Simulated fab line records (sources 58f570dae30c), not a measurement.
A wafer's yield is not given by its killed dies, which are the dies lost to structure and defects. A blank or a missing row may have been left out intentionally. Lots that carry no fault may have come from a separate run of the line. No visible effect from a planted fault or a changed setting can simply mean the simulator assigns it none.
Comparing a struck lot with a sound one | flow berkeleyCmos170 | 29 steps out of a route of 331
Sound: wafers L409.1, L409.2, L409.6. Struck: wafers L407.1, L407.5, L407.6. At the end, the cause is stated.
For every step that has rows: the tool of each side, followed by ch and its chambers, followed by its first start. Under that, the readings that differ: sound wafers | struck wafers | difference of the means | sigmas: that difference in standard deviations of wafers without a fault.
alike: readings with means less than 2 such deviations apart, plus words and numbers identical on both sides. not compared: withheld readings, readings lacking a value on some wafer, bounds such as >300 that could conceal the same value, and numbers that have no deviation in the record and whose values overlap.
The two part at a step that has a row with sigmas, a row that says differs or no value, or rows on one side only. Numbers that have no deviation but don't overlap get no sigmas and don't part them. Lack of a reading on every wafer of one side parts them only where that side has two or more wafers.

first, 6 steps without rows for these wafers: UCB170_M2_COAT_09; UCB170_M2_COAT_10 (resist thk 900 nm); UCB170_M2_SOFTBAKE_11 (time 60 s); UCB170_M2_EXPOSE_12 (exposes mask METAL2, target cd 700 nm); UCB170_M2_PEB_13; UCB170_M2_DEVELOP_14 (develop time 45 s).
UCB170_M2_CD_MEAS_15: the cd target is 700 nm.
  sound on cdSem-01, day 11 11:07; struck on cdSem-02, day 11 13:32
  alike: cdNm
UCB170_M2_OVL_MEAS_16:
  sound on overlay-02, day 11 11:14; struck on overlay-02, day 11 13:40
  alike: M2_OVL
UCB170_M2_ETCH_17: etches BARC in N2/H2.
  sound on rieDiel-04 ch 0,3, day 11 11:16; struck on rieDiel-02 ch 0,1,3, day 11 13:42
  alike: drypumpMotorCurrentA, oesProductAu, throttleValvePct
UCB170_M2_METAL_ETCH_18: etches Al in Cl2/BCl3, stops on SiO2, target depth 1170 nm, time 195 s.
  sound on rieMetal-01 ch 0,1, day 11 11:19; struck on rieMetal-03 ch 0,1, day 11 13:44
reading              | sound             | struck            | difference | sigmas
throttleValvePct (%) | 24.30 24.47 24.31 | 25.03 24.64 25.02 | +0.54      | +3
  alike: bcl3FlowSccm, drypumpMotorCurrentA, oesProductAu
  not compared: rfHoursCounterH
UCB170_M2_STRIP_19: strips in O2.
  sound on plasmaAsher-01 ch 0,1, day 11 11:30; struck on plasmaAsher-01 ch 0,1, day 11 13:56
  alike: drypumpMotorCurrentA, oesProductAu
  not compared: rfHoursCounterH
UCB170_M2_CD_MEAS_90: the cd target is 700 nm.
  sound on cdSem-01, day 11 11:36; struck on cdSem-02, day 11 14:02
  alike: cdNm
UCB170_V2_CVD_00: deposits SiO2 from TEOS/O2, target thk 2000 nm, time 250 s.
  sound on pecvd-03 ch 0,2, day 11 11:43; struck on pecvd-01 ch 0,1,2, day 11 14:09
  no value came back on the struck wafers for heaterPowerW (W), pressureMtorr (mTorr); on the sound wafers heaterPowerW (W) reads 213 250 276
  not compared: sinceWetCleanH
UCB170_V2_THK_MEAS_01:
  sound on filmMetro-04, day 11 11:53; struck on filmMetro-02, day 11 14:19
reading          | sound          | struck | difference | sigmas
V2_TEOS_THK (nm) | 1964 2023 2026 | 0 0 0  | -2004      | -80
UCB170_V2_CMP_02: polishes SiO2.
  sound on cmp-02 ch 0,2,3, day 11 12:02; struck on cmp-01 ch 2,3, day 11 14:22
  alike: edgeZonePressureFrac, motorCurrentA, platenRpm, slurryFlowMlMin
UCB170_V2_BOW_MEAS_03:
  sound on filmMetro-04, day 11 12:14; struck on filmMetro-01, day 11 14:40
reading     | sound    | struck   | difference | sigmas
V2_BOW (um) | 43 45 50 | 22 10 20 | -29        | -4
then, 7 steps without rows for these wafers: UCB170_V2_CLEAN_05 (cleans in DIW); UCB170_V2_HMDS_06 (prime time 60 s); UCB170_V2_COAT_07 (resist thk 900 nm); UCB170_V2_SOFTBAKE_08 (time 60 s); UCB170_V2_EXPOSE_09 (exposes mask VIA2, target cd 700 nm); UCB170_V2_PEB_10; UCB170_V2_DEVELOP_11 (develop time 45 s).
UCB170_V2_CD_MEAS_12: the cd target is 700 nm.
  sound on cdSem-02, day 11 15:32; struck on cdSem-01, day 11 16:37
  alike: cdNm
UCB170_V2_OVL_MEAS_13:
  sound on overlay-02, day 11 15:40; struck on overlay-01, day 11 16:44
reading     | sound | struck    | difference | sigmas
V2_OVL (nm) | 8 3 1 | -6 -5 -11 | -11        | -2
UCB170_V2_ETCH_14: etches SiO2 in CHF3/CF4/Ar, stops on Al, target depth 1250 nm, time 291 s.
  sound on rieDiel-02 ch 0,1,3, day 11 15:42; struck on rieDiel-03 ch 0,1,3, day 11 16:46
reading                 | sound             | struck            | difference | sigmas
oesProductAu (a.u.)     | 0.862 0.887 0.896 | 0.377 0.370 0.371 | -0.509     | -34
model.etch.depthNm (nm) | 999.9 1002 1001   | 0 0 0             | -1001      | 
  alike: CHF3_flow_sccm, drypumpMotorCurrentA, throttleValvePct
  not compared: rfHoursCounterH, model.V2.featureDepthNm
UCB170_V2_STRIP_15: strips in O2.
  sound on plasmaAsher-02 ch 0,1, day 11 15:53; struck on plasmaAsher-01 ch 0,1, day 11 16:56
reading                  | sound             | struck            | difference | sigmas
drypumpMotorCurrentA (A) | 5.8 4.9 4.8       | 5.9 6.0 5.9       | +0.8       | +2
oesProductAu (a.u.)      | 0.721 0.727 0.727 | 0.716 0.715 0.716 | -0.009     | -2
  alike: stripTimeToEndpointS
  not compared: rfHoursCounterH
UCB170_V2_CD_MEAS_90: the cd target is 700 nm.
  sound on cdSem-02, day 11 15:59; struck on cdSem-02, day 11 17:02
reading   | sound             | struck | difference                    | sigmas
cdNm (nm) | 701.8 702.0 702.1 | - - -  | no value on the struck wafers | 
UCB170_M3_PROBE_99:
  sound wafers here have rows in the record (prober-01, day 11 18:59); struck ones have none

== WHERE THEY PART ==
At UCB170_M2_METAL_ETCH_18 first; at UCB170_M3_PROBE_99 last (within this record only).

WHY: the cause the simulator had injected
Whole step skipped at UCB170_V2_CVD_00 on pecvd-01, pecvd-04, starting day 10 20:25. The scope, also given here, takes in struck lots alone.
